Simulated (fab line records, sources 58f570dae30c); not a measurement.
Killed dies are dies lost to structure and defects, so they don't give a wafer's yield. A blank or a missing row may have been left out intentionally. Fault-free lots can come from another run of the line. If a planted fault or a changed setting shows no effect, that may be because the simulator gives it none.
fab line records / flow berkeley-cmos170
record lots=13 wafers=39 last-day=11
route steps=331 shown NWELL@23 PWELL@37 ACTIVE@63
lots that met no fault: from a run of the same line without faults
start-h: start of the lot's first displayed wafer, in hours after the record's first day / wait-h: how many hours have passed since the lot's step before this one / " identical to the entry in the row above / L1.1+2: a row that stands for several wafers / - no value present, or no start provided / * or withheld: withheld / < > ~ a bound
route shown NAME@n: a module of which the file shows steps, and the number in the route of the first / usual: mean/standard deviation of fault-free wafers / same: alike in all rows / chamber/n: place in a boat / sites: per-site readings / _std_site: the standard deviation of these / _edge_site: the outer-site mean with the inner-site mean subtracted / radius-mm: how far each site lies from the wafer's centre / mask NAME#n: copy n / behind: the most recent tool/chamber to have shaped the wafer / hold: the reason the lot was held/the length of the hold in hours/how it ended / device: which transistor (n, p or np) failed to switch / end of line: the same wafers' tests at the end of the route / for a step that has no rows: nothing shown but its recipe / killed: dies lost to structure and defects at the first sort, not the wafer's yield / map: dies across one wafer; x = killed, . = not, _ = none there
set.NAME: the run value of the setting; set.NAME@STEP: its run value at that earlier step / model.NAME: the simulator's own value behind a step, which no gauge read
a sample of lots followed through the steps of the route, with each step as a table and each wafer as a row
services: a tool's chamber out of use, with start hour (start-h, from the record's first day; less than 0 if before it), hours out, and reason
## steps
# step UCB170_NWELL_EXPOSE_09
# recipe mask-id=NWELL target-cd-nm=3000 na=0.5 sigma-outer=0.6 source-shape=conventional dose-mj=25
# same na=0.5
lot.wafer=L884.1+4+6 tool=krf-scanner-02 chamber=0 start-h=28.70 wait-h=0.1 mask=NWELL#0
lot.wafer=L887.2+5+6 tool=krf-scanner-02 chamber=0 start-h=48.87 wait-h=0.1 mask=NWELL#0
lot.wafer=L888.3+4+6 tool=krf-scanner-01 chamber=0 start-h=49.13 wait-h=0.3 mask=NWELL#0
lot.wafer=L889.2+4+6 tool=krf-scanner-02 chamber=0 start-h=56.19 wait-h=0.4 mask=NWELL#0
lot.wafer=L891.1+3+5 tool=krf-scanner-02 chamber=0 start-h=63.95 wait-h=0.1 mask=NWELL#0
lot.wafer=L892.1+5+6 tool=krf-scanner-02 chamber=0 start-h=69.62 wait-h=0.2 mask=NWELL#0
lot.wafer=L893.3+4+6 tool=krf-scanner-02 chamber=0 start-h=76.17 wait-h=0.1 mask=NWELL#0
lot.wafer=L894.2+3+4 tool=krf-scanner-02 chamber=0 start-h=85.10 wait-h=0.1 mask=NWELL_R1#0
lot.wafer=L901.1+3+6 tool=krf-scanner-01 chamber=0 start-h=114.32 wait-h=0.1 mask=NWELL#0
lot.wafer=L903.1+3+6 tool=krf-scanner-02 chamber=0 start-h=124.10 wait-h=0.1 mask=NWELL#0
lot.wafer=L902.2+4+6 tool=krf-scanner-02 chamber=0 start-h=124.25 wait-h=0.1 mask=NWELL#0
lot.wafer=L905.2+3+5 tool=krf-scanner-01 chamber=0 start-h=135.69 wait-h=0.1 mask=NWELL#0
lot.wafer=L907.1+3+4 tool=krf-scanner-02 chamber=0 start-h=147.11 wait-h=0.4 mask=NWELL#0
# step UCB170_NWELL_OVL_MEAS_12
# usual NWELL_OVL=-1/4.5
lot.wafer=L884.1 tool=overlay-01 chamber=- start-h=29.28 wait-h=- NWELL_OVL[nm]=-7
lot.wafer=L884.4 tool=overlay-01 chamber=- start-h=29.28 wait-h=- NWELL_OVL[nm]=4
lot.wafer=L884.6 tool=overlay-01 chamber=- start-h=29.28 wait-h=- NWELL_OVL[nm]=5
lot.wafer=L887.2 tool=overlay-02 chamber=- start-h=49.25 wait-h=- NWELL_OVL[nm]=-1
lot.wafer=L887.5 tool=overlay-02 chamber=- start-h=49.25 wait-h=- NWELL_OVL[nm]=0
lot.wafer=L887.6 tool=overlay-02 chamber=- start-h=49.25 wait-h=- NWELL_OVL[nm]=1
lot.wafer=L888.3 tool=overlay-01 chamber=- start-h=49.53 wait-h=- NWELL_OVL[nm]=2
lot.wafer=L888.4 tool=overlay-01 chamber=- start-h=49.53 wait-h=- NWELL_OVL[nm]=3
lot.wafer=L888.6 tool=overlay-01 chamber=- start-h=49.53 wait-h=- NWELL_OVL[nm]=10
lot.wafer=L889.2 tool=overlay-01 chamber=- start-h=57.09 wait-h=- NWELL_OVL[nm]=-1
lot.wafer=L889.4 tool=overlay-01 chamber=- start-h=57.09 wait-h=- NWELL_OVL[nm]=-3
lot.wafer=L889.6 tool=overlay-01 chamber=- start-h=57.09 wait-h=- NWELL_OVL[nm]=-3
lot.wafer=L891.1 tool=overlay-01 chamber=- start-h=64.63 wait-h=- NWELL_OVL[nm]=-2
lot.wafer=L891.3 tool=overlay-01 chamber=- start-h=64.63 wait-h=- NWELL_OVL[nm]=6
lot.wafer=L891.5 tool=overlay-01 chamber=- start-h=64.63 wait-h=- NWELL_OVL[nm]=8
lot.wafer=L892.1 tool=overlay-02 chamber=- start-h=70.79 wait-h=- NWELL_OVL[nm]=-2
lot.wafer=L892.5 tool=overlay-02 chamber=- start-h=70.79 wait-h=- NWELL_OVL[nm]=-3
lot.wafer=L892.6 tool=overlay-02 chamber=- start-h=70.79 wait-h=- NWELL_OVL[nm]=-2
lot.wafer=L893.3 tool=overlay-02 chamber=- start-h=76.54 wait-h=- NWELL_OVL[nm]=4
lot.wafer=L893.4 tool=overlay-02 chamber=- start-h=76.54 wait-h=- NWELL_OVL[nm]=8
lot.wafer=L893.6 tool=overlay-02 chamber=- start-h=76.54 wait-h=- NWELL_OVL[nm]=1
lot.wafer=L894.2 tool=overlay-02 chamber=- start-h=85.48 wait-h=- NWELL_OVL[nm]=2
lot.wafer=L894.3 tool=overlay-02 chamber=- start-h=85.48 wait-h=- NWELL_OVL[nm]=-1
lot.wafer=L894.4 tool=overlay-02 chamber=- start-h=85.48 wait-h=- NWELL_OVL[nm]=-2
lot.wafer=L901.1 tool=overlay-01 chamber=- start-h=114.71 wait-h=- NWELL_OVL[nm]=-8
lot.wafer=L901.3 tool=overlay-01 chamber=- start-h=114.71 wait-h=- NWELL_OVL[nm]=-10
lot.wafer=L901.6 tool=overlay-01 chamber=- start-h=114.71 wait-h=- NWELL_OVL[nm]=-12
lot.wafer=L903.1 tool=overlay-01 chamber=- start-h=124.51 wait-h=- NWELL_OVL[nm]=0
lot.wafer=L903.3 tool=overlay-01 chamber=- start-h=124.51 wait-h=- NWELL_OVL[nm]=-5
lot.wafer=L903.6 tool=overlay-01 chamber=- start-h=124.51 wait-h=- NWELL_OVL[nm]=-4
lot.wafer=L902.2 tool=overlay-01 chamber=- start-h=124.79 wait-h=- NWELL_OVL[nm]=-3
lot.wafer=L902.4 tool=overlay-01 chamber=- start-h=124.79 wait-h=- NWELL_OVL[nm]=-3
lot.wafer=L902.6 tool=overlay-01 chamber=- start-h=124.79 wait-h=- NWELL_OVL[nm]=-1
lot.wafer=L905.2 tool=overlay-02 chamber=- start-h=136.24 wait-h=- NWELL_OVL[nm]=1
lot.wafer=L905.3 tool=overlay-02 chamber=- start-h=136.24 wait-h=- NWELL_OVL[nm]=-3
lot.wafer=L905.5 tool=overlay-02 chamber=- start-h=136.24 wait-h=- NWELL_OVL[nm]=2
lot.wafer=L907.1 tool=overlay-01 chamber=- start-h=147.84 wait-h=- NWELL_OVL[nm]=-3
lot.wafer=L907.3 tool=overlay-01 chamber=- start-h=147.84 wait-h=- NWELL_OVL[nm]=-1
lot.wafer=L907.4 tool=overlay-01 chamber=- start-h=147.84 wait-h=- NWELL_OVL[nm]=-12
# step UCB170_PWELL_THK_MEAS_03
# recipe reads=SiO2_of_PWELL_OXIDATION_02
# usual PWELL_OXIDE_THK=26.2/0.42
lot.wafer=L884.1 tool=film-metro-01 chamber=- start-h=41.09 wait-h=0.0 PWELL_OXIDE_THK[nm]=26.5
lot.wafer=L884.4 tool=film-metro-01 chamber=- start-h=41.09 wait-h=0.0 PWELL_OXIDE_THK[nm]=26.2
lot.wafer=L884.6 tool=film-metro-01 chamber=- start-h=41.09 wait-h=0.0 PWELL_OXIDE_THK[nm]=26.3
lot.wafer=L888.3 tool=film-metro-04 chamber=- start-h=57.60 wait-h=0.1 PWELL_OXIDE_THK[nm]=25.8
lot.wafer=L888.4 tool=film-metro-04 chamber=- start-h=57.60 wait-h=0.1 PWELL_OXIDE_THK[nm]=25.6
lot.wafer=L888.6 tool=film-metro-04 chamber=- start-h=57.60 wait-h=0.1 PWELL_OXIDE_THK[nm]=26.1
lot.wafer=L887.2 tool=film-metro-04 chamber=- start-h=57.65 wait-h=0.1 PWELL_OXIDE_THK[nm]=25.9
lot.wafer=L887.5 tool=film-metro-04 chamber=- start-h=57.65 wait-h=0.1 PWELL_OXIDE_THK[nm]=26.1
lot.wafer=L887.6 tool=film-metro-04 chamber=- start-h=57.65 wait-h=0.1 PWELL_OXIDE_THK[nm]=26.3
lot.wafer=L889.2 tool=film-metro-01 chamber=- start-h=68.41 wait-h=0.0 PWELL_OXIDE_THK[nm]=26.9
lot.wafer=L889.4 tool=film-metro-01 chamber=- start-h=68.41 wait-h=0.0 PWELL_OXIDE_THK[nm]=26.7
lot.wafer=L889.6 tool=film-metro-01 chamber=- start-h=68.41 wait-h=0.0 PWELL_OXIDE_THK[nm]=26.5
lot.wafer=L891.1 tool=film-metro-04 chamber=- start-h=74.00 wait-h=0.0 PWELL_OXIDE_THK[nm]=26.4
lot.wafer=L891.3 tool=film-metro-04 chamber=- start-h=74.00 wait-h=0.0 PWELL_OXIDE_THK[nm]=26.7
lot.wafer=L891.5 tool=film-metro-04 chamber=- start-h=74.00 wait-h=0.0 PWELL_OXIDE_THK[nm]=27.0
lot.wafer=L892.1 tool=film-metro-01 chamber=- start-h=79.66 wait-h=0.0 PWELL_OXIDE_THK[nm]=25.6
lot.wafer=L892.5 tool=film-metro-01 chamber=- start-h=79.66 wait-h=0.0 PWELL_OXIDE_THK[nm]=25.9
lot.wafer=L892.6 tool=film-metro-01 chamber=- start-h=79.66 wait-h=0.0 PWELL_OXIDE_THK[nm]=25.8
lot.wafer=L893.3 tool=film-metro-04 chamber=- start-h=86.33 wait-h=0.0 PWELL_OXIDE_THK[nm]=25.7
lot.wafer=L893.4 tool=film-metro-04 chamber=- start-h=86.33 wait-h=0.0 PWELL_OXIDE_THK[nm]=25.9
lot.wafer=L893.6 tool=film-metro-04 chamber=- start-h=86.33 wait-h=0.0 PWELL_OXIDE_THK[nm]=25.6
lot.wafer=L894.2 tool=film-metro-02 chamber=- start-h=94.59 wait-h=0.0 PWELL_OXIDE_THK[nm]=25.8
lot.wafer=L894.3 tool=film-metro-02 chamber=- start-h=94.59 wait-h=0.0 PWELL_OXIDE_THK[nm]=26.2
lot.wafer=L894.4 tool=film-metro-02 chamber=- start-h=94.59 wait-h=0.0 PWELL_OXIDE_THK[nm]=26.2
lot.wafer=L901.1 tool=film-metro-01 chamber=- start-h=125.53 wait-h=0.0 PWELL_OXIDE_THK[nm]=26.4
lot.wafer=L901.3 tool=film-metro-01 chamber=- start-h=125.53 wait-h=0.0 PWELL_OXIDE_THK[nm]=26.4
lot.wafer=L901.6 tool=film-metro-01 chamber=- start-h=125.53 wait-h=0.0 PWELL_OXIDE_THK[nm]=26.8
lot.wafer=L903.1 tool=film-metro-01 chamber=- start-h=138.08 wait-h=0.0 PWELL_OXIDE_THK[nm]=25.8
lot.wafer=L903.3 tool=film-metro-01 chamber=- start-h=138.08 wait-h=0.0 PWELL_OXIDE_THK[nm]=26.2
lot.wafer=L903.6 tool=film-metro-01 chamber=- start-h=138.08 wait-h=0.0 PWELL_OXIDE_THK[nm]=26.2
lot.wafer=L902.2 tool=film-metro-04 chamber=- start-h=138.15 wait-h=0.1 PWELL_OXIDE_THK[nm]=26.1
lot.wafer=L902.4 tool=film-metro-04 chamber=- start-h=138.15 wait-h=0.1 PWELL_OXIDE_THK[nm]=26.1
lot.wafer=L902.6 tool=film-metro-04 chamber=- start-h=138.15 wait-h=0.1 PWELL_OXIDE_THK[nm]=25.9
lot.wafer=L905.2 tool=film-metro-02 chamber=- start-h=148.21 wait-h=0.0 PWELL_OXIDE_THK[nm]=26.2
lot.wafer=L905.3 tool=film-metro-02 chamber=- start-h=148.21 wait-h=0.0 PWELL_OXIDE_THK[nm]=26.6
lot.wafer=L905.5 tool=film-metro-02 chamber=- start-h=148.21 wait-h=0.0 PWELL_OXIDE_THK[nm]=26.6
lot.wafer=L907.1 tool=film-metro-04 chamber=- start-h=156.73 wait-h=0.0 PWELL_OXIDE_THK[nm]=25.3
lot.wafer=L907.3 tool=film-metro-04 chamber=- start-h=156.73 wait-h=0.0 PWELL_OXIDE_THK[nm]=25.3
lot.wafer=L907.4 tool=film-metro-04 chamber=- start-h=156.73 wait-h=0.0 PWELL_OXIDE_THK[nm]=25.9
# step UCB170_ACTIVE_THK_MEAS_03
# recipe reads=SiO2_of_ACTIVE_OXIDATION_02
# usual ACTIVE_OXIDE_THK=26.1/0.55
lot.wafer=L884.1 tool=film-metro-02 chamber=- start-h=72.97 wait-h=0.0 ACTIVE_OXIDE_THK[nm]=26.1
lot.wafer=L884.4 tool=film-metro-02 chamber=- start-h=72.97 wait-h=0.0 ACTIVE_OXIDE_THK[nm]=26.1
lot.wafer=L884.6 tool=film-metro-02 chamber=- start-h=72.97 wait-h=0.0 ACTIVE_OXIDE_THK[nm]=26.1
lot.wafer=L887.2 tool=film-metro-02 chamber=- start-h=84.70 wait-h=0.0 ACTIVE_OXIDE_THK[nm]=26.1
lot.wafer=L887.5 tool=film-metro-02 chamber=- start-h=84.70 wait-h=0.0 ACTIVE_OXIDE_THK[nm]=26.5
lot.wafer=L887.6 tool=film-metro-02 chamber=- start-h=84.70 wait-h=0.0 ACTIVE_OXIDE_THK[nm]=26.3
lot.wafer=L888.3 tool=film-metro-03 chamber=- start-h=84.71 wait-h=0.0 ACTIVE_OXIDE_THK[nm]=27.0
lot.wafer=L888.4 tool=film-metro-03 chamber=- start-h=84.71 wait-h=0.0 ACTIVE_OXIDE_THK[nm]=27.1
lot.wafer=L888.6 tool=film-metro-03 chamber=- start-h=84.71 wait-h=0.0 ACTIVE_OXIDE_THK[nm]=27.2
lot.wafer=L889.2 tool=film-metro-03 chamber=- start-h=92.43 wait-h=0.0 ACTIVE_OXIDE_THK[nm]=25.8
lot.wafer=L889.4 tool=film-metro-03 chamber=- start-h=92.43 wait-h=0.0 ACTIVE_OXIDE_THK[nm]=25.8
lot.wafer=L889.6 tool=film-metro-03 chamber=- start-h=92.43 wait-h=0.0 ACTIVE_OXIDE_THK[nm]=25.5
lot.wafer=L891.1 tool=film-metro-03 chamber=- start-h=103.53 wait-h=0.0 ACTIVE_OXIDE_THK[nm]=26.6
lot.wafer=L891.3 tool=film-metro-03 chamber=- start-h=103.53 wait-h=0.0 ACTIVE_OXIDE_THK[nm]=26.5
lot.wafer=L891.5 tool=film-metro-03 chamber=- start-h=103.53 wait-h=0.0 ACTIVE_OXIDE_THK[nm]=26.1
lot.wafer=L892.1 tool=film-metro-02 chamber=- start-h=111.78 wait-h=0.0 ACTIVE_OXIDE_THK[nm]=26.3
lot.wafer=L892.5 tool=film-metro-02 chamber=- start-h=111.78 wait-h=0.0 ACTIVE_OXIDE_THK[nm]=25.8
lot.wafer=L892.6 tool=film-metro-02 chamber=- start-h=111.78 wait-h=0.0 ACTIVE_OXIDE_THK[nm]=26.4
lot.wafer=L893.3 tool=film-metro-03 chamber=- start-h=119.75 wait-h=0.0 ACTIVE_OXIDE_THK[nm]=26.4
lot.wafer=L893.4 tool=film-metro-03 chamber=- start-h=119.75 wait-h=0.0 ACTIVE_OXIDE_THK[nm]=26.2
lot.wafer=L893.6 tool=film-metro-03 chamber=- start-h=119.75 wait-h=0.0 ACTIVE_OXIDE_THK[nm]=26.1
lot.wafer=L894.2 tool=film-metro-03 chamber=- start-h=126.89 wait-h=0.0 ACTIVE_OXIDE_THK[nm]=26.6
lot.wafer=L894.3 tool=film-metro-03 chamber=- start-h=126.89 wait-h=0.0 ACTIVE_OXIDE_THK[nm]=25.6
lot.wafer=L894.4 tool=film-metro-03 chamber=- start-h=126.89 wait-h=0.0 ACTIVE_OXIDE_THK[nm]=26.3
lot.wafer=L901.1 tool=film-metro-04 chamber=- start-h=157.84 wait-h=0.0 ACTIVE_OXIDE_THK[nm]=25.9
lot.wafer=L901.3 tool=film-metro-04 chamber=- start-h=157.84 wait-h=0.0 ACTIVE_OXIDE_THK[nm]=25.7
lot.wafer=L901.6 tool=film-metro-04 chamber=- start-h=157.84 wait-h=0.0 ACTIVE_OXIDE_THK[nm]=25.7
lot.wafer=L902.2 tool=film-metro-03 chamber=- start-h=172.76 wait-h=0.0 ACTIVE_OXIDE_THK[nm]=27.1
lot.wafer=L902.4 tool=film-metro-03 chamber=- start-h=172.76 wait-h=0.0 ACTIVE_OXIDE_THK[nm]=26.8
lot.wafer=L902.6 tool=film-metro-03 chamber=- start-h=172.76 wait-h=0.0 ACTIVE_OXIDE_THK[nm]=26.5
lot.wafer=L905.2 tool=film-metro-02 chamber=- start-h=172.76 wait-h=0.0 ACTIVE_OXIDE_THK[nm]=26.8
lot.wafer=L905.3 tool=film-metro-02 chamber=- start-h=172.76 wait-h=0.0 ACTIVE_OXIDE_THK[nm]=26.5
lot.wafer=L905.5 tool=film-metro-02 chamber=- start-h=172.76 wait-h=0.0 ACTIVE_OXIDE_THK[nm]=26.9
lot.wafer=L903.1 tool=film-metro-02 chamber=- start-h=172.81 wait-h=0.1 ACTIVE_OXIDE_THK[nm]=26.5
lot.wafer=L903.3 tool=film-metro-02 chamber=- start-h=172.81 wait-h=0.1 ACTIVE_OXIDE_THK[nm]=26.7
lot.wafer=L903.6 tool=film-metro-02 chamber=- start-h=172.81 wait-h=0.1 ACTIVE_OXIDE_THK[nm]=26.9
lot.wafer=L907.1 tool=film-metro-03 chamber=- start-h=183.61 wait-h=0.0 ACTIVE_OXIDE_THK[nm]=25.9
lot.wafer=L907.3 tool=film-metro-03 chamber=- start-h=183.61 wait-h=0.0 ACTIVE_OXIDE_THK[nm]=26.1
lot.wafer=L907.4 tool=film-metro-03 chamber=- start-h=183.61 wait-h=0.0 ACTIVE_OXIDE_THK[nm]=26.0
## services
tool=krf-scanner-01 chamber=- start-h=6.44 hours=1.3 kind=pm
tool=krf-scanner-02 chamber=- start-h=33.35 hours=0.8 kind=pm
tool=krf-scanner-01 chamber=- start-h=38.01 hours=1.0 kind=pm
tool=krf-scanner-01 chamber=- start-h=40.05 hours=0.8 kind=pm
tool=krf-scanner-02 chamber=- start-h=41.17 hours=1.0 kind=pm
tool=krf-scanner-02 chamber=- start-h=52.60 hours=1.3 kind=pm
tool=krf-scanner-01 chamber=- start-h=60.13 hours=4.8 kind=repair
## key
first-sign step=UCB170_NWELL_EXPOSE_09 reading=mask direction=changed
effect none on later readings
met-at UCB170_NWELL_EXPOSE_09
struck-lots L894
sort-left-out L894.2,L894.3,L894.4
tester-left-out L894
not-acting-at UCB170_NWELL_OVL_MEAS_12,UCB170_PWELL_THK_MEAS_03,UCB170_ACTIVE_THK_MEAS_03
onset-between 76.17 85.10
fault kind=wrong-mask tool=any chamber=- onset-h=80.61 steps=UCB170_NWELL_EXPOSE_09 aux-copy=NWELL_R1#0 cd-offset-nm=-360 scope=struck-lots-only
# tester-left-out: of these lots the tester's yield and bins aren't shown, on N5 and GAA mostly nor the transistor test; their killed dies are dies lost to structure and defects alone, not to doping, threshold or leakage, so they don't give the yield
# sort-left-out: the simulated sort isn't trusted on such a fault, so these wafers' sort isn't shown, and their yield isn't known
